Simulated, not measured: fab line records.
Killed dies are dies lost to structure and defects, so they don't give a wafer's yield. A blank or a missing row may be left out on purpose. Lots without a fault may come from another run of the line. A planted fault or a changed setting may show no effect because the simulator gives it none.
Lot-split experiment | flow rit_cmos | 5 lots, 27 wafers read, on a route of 202 steps

== ON THE SPLIT ==
At RIT_CONTACT_DEVELOP_07 (develop time 120 s), the setting develop_time_s was moved away from the recipe's 120 s on 12 of the 27 wafers read, by -38.3% to +39.5%. The other wafers ran this setting at the recipe's value.

== FROM THE SPLIT TO THE READING: what the file shows between them, 4 steps ==
- RIT_CONTACT_CD_MEAS_08: target cd 1000 nm
- RIT_CONTACT_HARDBAKE_10: time 60 s
- RIT_CONTACT_ETCH_11: etches SiO2 in CHF3/CF4/Ar, stops on TiSi2, target depth 480 nm, time 320 s
- RIT_CONTACT_STRIP_12: strips in O2, time 180 s

== THE READING ==
cd_nm at RIT_CONTACT_CD_MEAS_90, given in nm (cd target 1000 nm). Typical for fault-free wafers on this fab line: 1000.1 nm, with standard deviation 1.6 nm.

wafer  | tool, chamber at the split | develop_time_s as run, s | against the recipe | cd_nm, nm | against lot-mates on the recipe
L074.1 | litho_track-04, 0          | 120                      | recipe             | 996.6     | -
L074.2 | litho_track-04, 0          | 120                      | recipe             | 999.5     | -
L074.3 | litho_track-04, 0          | 120                      | recipe             | 996.8     | -
L074.4 | litho_track-04, 0          | 74.06                    | -38.3%             | 957.5     | -40.1
L074.5 | litho_track-04, 0          | 74.06                    | -38.3%             | 955.6     | -42.0
L074.6 | litho_track-04, 0          | 74.06                    | -38.3%             | 959.4     | -38.2
L078.1 | litho_track-03, 0          | 120                      | recipe             | 998.4     | -
L078.2 | litho_track-03, 0          | 120                      | recipe             | 998.6     | -
L078.5 | litho_track-03, 0          | 120                      | recipe             | 997.6     | -
L080.1 | litho_track-01, 0          | 120                      | recipe             | 1000.8    | -
L080.2 | litho_track-01, 0          | 96.28                    | -19.8%             | 981.9     | -18.6
L080.3 | litho_track-01, 0          | 96.28                    | -19.8%             | 981.6     | -18.9
L080.4 | litho_track-01, 0          | 120                      | recipe             | 1001.5    | -
L080.5 | litho_track-01, 0          | 96.28                    | -19.8%             | 981.8     | -18.7
L080.6 | litho_track-01, 0          | 120                      | recipe             | 999.2     | -
L082.1 | litho_track-01, 0          | 120                      | recipe             | 1000.8    | -
L082.2 | litho_track-01, 0          | 167.4                    | +39.5%             | 1027.4    | +26.1
L082.3 | litho_track-01, 0          | 167.4                    | +39.5%             | 1028.9    | +27.6
L082.4 | litho_track-01, 0          | 167.4                    | +39.5%             | 1028.6    | +27.3
L082.5 | litho_track-01, 0          | 120                      | recipe             | 1001.2    | -
L082.6 | litho_track-01, 0          | 120                      | recipe             | 1001.9    | -
L083.1 | litho_track-04, 0          | 149.7                    | +24.7%             | 1017.7    | +17.1
L083.2 | litho_track-04, 0          | 120                      | recipe             | 1000.5    | -
L083.3 | litho_track-04, 0          | 149.7                    | +24.7%             | 1017.6    | +17.0
L083.4 | litho_track-04, 0          | 149.7                    | +24.7%             | 1018.3    | +17.7
L083.5 | litho_track-04, 0          | 120                      | recipe             | 1000.1    | -
L083.6 | litho_track-04, 0          | 120                      | recipe             | 1001.1    | -

FIT RESULTS
A straight line over all 27 wafers: cd_nm changes by +0.884 nm for each +1% of develop_time_s; r = +0.98; the points scatter about the line by 3.5 nm.
The same after taking each lot's own level away (the mean of its wafers on the recipe; 27 wafers): +0.848 nm for each +1%; r = +0.99; scatter 3.1 nm.
That fit puts the effect of the largest move of develop_time_s on the reading at 33 nm.
Measured against the standard deviation above, the lots' own levels, which go from 997.63 to 1001.30 nm, span 2.3 times it.
Hence the lot-to-lot level has little effect on the slope; both slopes agree.
Check: for one of the wafers moved furthest among these (+39.5%), held out of the fit, the line's prediction against its lot-mates is +32.3 nm. It came out at +26.1 nm against them.

== OTHER SPLITS APPLIED TO THESE WAFERS ==
Other splits were also applied to these wafers ahead of the reading. Each is held against what the fit with the lots' levels taken away leaves over:
other split on the same wafers | wafers away from the commonest value | r with cd_nm (lot level and that fit taken away)
RIT_ACTIVE_CVD_03 time_s       | 18                                   | -0.12

== THE WHOLE CHAIN: every reading that the file lists as answering this split, in the file's order ==
step                   | what it does                                                                | reading                                                                          | change (the file's fit)               | r (the file's)
RIT_CONTACT_CD_MEAS_08 | target cd 1000 nm                                                           | cd_nm                                                                            | +0.85 nm for each +1% of the setting  | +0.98
RIT_CONTACT_ETCH_11    | etches SiO2 in CHF3/CF4/Ar, stops on TiSi2, target depth 480 nm, time 320 s | CONTACT.cd_nm (the simulator's own value, which no gauge read)                   | +0.845 nm for each +1% of the setting | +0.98
RIT_CONTACT_CD_MEAS_90 | target cd 1000 nm                                                           | cd_nm                                                                            | +0.844 nm for each +1% of the setting | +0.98
RIT_M1_PROBE_99        |                                                                             | etest.contact_to_gate.bv_left_v (the simulator's own value, which no gauge read) | -0.184 V for each +1% of the setting  | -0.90

== THE FILE'S OWN FIT ==
cd_nm changes by +0.844 nm for each +1% of develop_time_s, r = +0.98.
